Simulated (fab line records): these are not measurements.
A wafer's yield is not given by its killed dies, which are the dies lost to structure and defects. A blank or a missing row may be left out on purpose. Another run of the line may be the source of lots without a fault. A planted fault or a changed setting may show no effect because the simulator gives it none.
Matching of chambers ; flow rit cmos ; RIT_ACTIVE_ETCH_13 on rie diel-02: 4 sister chambers
The step etches Si3N4 in SF6, stops on SiO2, time 210 s, target depth 210 nm. 8 wafers are shown with their chamber, then 7 later ones without.

## WAFERS PAIRED WITH THEIR CHAMBERS
wafer;chamber;drypump motor current A (A);throttle valve pct (%)
L634.4;2;6.1;7.40
L634.5;2;6.1;7.38
L638.6;1;5.2;7.59
L646.1;0;5.8;7.32
L646.3;3;6.7;7.60
L646.5;3;6.8;7.61
L650.1;0;5.7;7.32
L650.2;1;5.2;7.59

## WAFERS WITHOUT THEIR CHAMBER
wafer;drypump motor current A (A);throttle valve pct (%)
L650.5;5.8;7.31
L652.1;6.1;7.40
L652.3;5.2;7.58
L652.5;6.8;7.59
L654.2;5.8;7.31
L654.4;5.2;7.57
L654.6;5.8;7.31

## WHICH CHAMBER EACH WENT THROUGH
wafer;from the rows above;in truth
L650.5;0;0
L652.1;2;2
L652.3;1;1
L652.5;3;3
L654.2;0;0
L654.4;1;1
L654.6;0;0
Placed correctly: 7 of 7. From these rows, 0 cannot be placed. Wrongly placed: 0.
How it was worked out, from the rows above alone: a wafer's distance from a chamber is the root of the sum, over the readings, of the square of ((its reading less the chamber's mean) divided by the reading's scatter). The wafer belongs to the nearest chamber; if the next one is less than 2 further off, it can't be placed. Each chamber's mean is taken over the wafers shown for it. The scatter is the square root of a quotient: the sum, over the shown wafers, of each reading's squared deviation from its chamber's mean, divided by wafers minus chambers.
